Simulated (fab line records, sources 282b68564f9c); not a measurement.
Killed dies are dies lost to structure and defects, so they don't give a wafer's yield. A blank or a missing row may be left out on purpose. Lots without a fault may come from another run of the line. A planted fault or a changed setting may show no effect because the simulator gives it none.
Split-lot experiment | flow rit_cmos | 5 lots, 23 wafers read, on a route of 202 steps

THE SPLIT
At RIT_CONTACT_DEVELOP_07 (develop time 120 s), the setting develop_time_s was moved away from the recipe's 120 s on 5 of the 23 wafers read, by -8.3% to +8.5%. The other wafers ran this setting at the recipe's value.

The file shows no step between the split and the reading.

THE READING
cd_nm, in nm, at RIT_CONTACT_CD_MEAS_08 (target cd 1000 nm). Fault-free wafers of this fab line usually give 1000 nm, standard deviation 3.5 nm.

wafer  | tool, chamber at the split | develop_time_s as run, s | against the recipe | cd_nm, nm | against lot-mates on the recipe
L078.1 | litho_track-02, 0          | 120                      | recipe             | 999       | -
L078.2 | litho_track-02, 0          | 120                      | recipe             | 998       | -
L078.3 | litho_track-02, 0          | 120                      | recipe             | 1001      | -
L078.5 | litho_track-02, 0          | 120                      | recipe             | 998       | -
L078.6 | litho_track-02, 0          | 120                      | recipe             | 999       | -
L079.1 | litho_track-04, 0          | 110.1                    | -8.3%              | 993       | -4
L079.2 | litho_track-04, 0          | 120                      | recipe             | 997       | -
L079.4 | litho_track-04, 0          | 120                      | recipe             | 998       | -
L079.5 | litho_track-04, 0          | 110.1                    | -8.3%              | 993       | -4
L079.6 | litho_track-04, 0          | 120                      | recipe             | 997       | -
L080.1 | litho_track-03, 0          | 130.2                    | +8.5%              | 1015      | +8
L080.2 | litho_track-03, 0          | 120                      | recipe             | 1008      | -
L080.3 | litho_track-03, 0          | 130.2                    | +8.5%              | 1014      | +6
L080.4 | litho_track-03, 0          | 120                      | recipe             | 1007      | -
L080.5 | litho_track-03, 0          | 130.2                    | +8.5%              | 1013      | +6
L083.1 | litho_track-04, 0          | 120                      | recipe             | 999       | -
L083.2 | litho_track-04, 0          | 120                      | recipe             | 1000      | -
L083.3 | litho_track-04, 0          | 120                      | recipe             | 1000      | -
L083.4 | litho_track-04, 0          | 120                      | recipe             | 1001      | -
L083.6 | litho_track-04, 0          | 120                      | recipe             | 998       | -
L084.1 | litho_track-04, 0          | 120                      | recipe             | 998       | -
L084.4 | litho_track-04, 0          | 120                      | recipe             | 996       | -
L084.6 | litho_track-04, 0          | 120                      | recipe             | 999       | -

THE FIT
A straight line over all 23 wafers: cd_nm changes by +1.33 nm for each +1% of develop_time_s; r = +0.86; the points scatter about the line by 3.3 nm.
The same after taking each lot's own level away (the mean of its wafers on the recipe; 23 wafers): +0.667 nm for each +1%; r = +0.93; scatter 1 nm.
On that fit, the largest move of develop_time_s shifts the reading by 5.7 nm.
The lots' own levels span 997.3 to 1007.5 nm, that is 2.9 times the standard deviation above.
So the lot-to-lot level changes the slope: the two fits differ.
Check: with one of the wafers moved furthest among these (+8.5%) left out of the fit, the line predicts +5.39 nm for it against its lot-mates. It came out at +7.5 nm against them.

OTHER SPLITS ON THESE WAFERS
These wafers also went through other splits before the reading. Each is held against what the fit with the lots' levels taken away leaves over:
other split on the same wafers  | wafers away from the commonest value | r with cd_nm (lot level and that fit taken away)
RIT_GATE_OXIDATION_05 temp_c    | 15                                   | -0.09
RIT_GATE_COAT_11 spin_rpm       | 5                                    | -0.01
RIT_REOX_OXIDATION_03 ox_time_s | 18                                   | -0.16
RIT_NLDD_IMPLANT_08 dose_cm2    | 7                                    | +0.08
RIT_PLDD_IMPLANT_08 tilt_deg    | 7                                    | -0.03
RIT_NSD_HARDBAKE_07 temp_c      | 7                                    | -0.16
RIT_PSD_SOFTBAKE_02 temp_c      | 8                                    | +0.26
RIT_CONTACT_CVD_00 time_s       | 9                                    | -0.24

THE WHOLE CHAIN: every reading that the file lists as answering this split, in the file's order
step                   | what it does                                                                | reading                                                        | change (the file's fit)               | r (the file's)
RIT_CONTACT_CD_MEAS_08 | target cd 1000 nm                                                           | cd_nm                                                          | +0.664 nm for each +1% of the setting | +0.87
RIT_CONTACT_ETCH_11    | etches SiO2 in CHF3/CF4/Ar, stops on TiSi2, target depth 480 nm, time 320 s | CONTACT.cd_nm (the simulator's own value, which no gauge read) | +0.649 nm for each +1% of the setting | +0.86

THE FILE'S OWN FIT
cd_nm changes by +0.664 nm for each +1% of develop_time_s, r = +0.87.
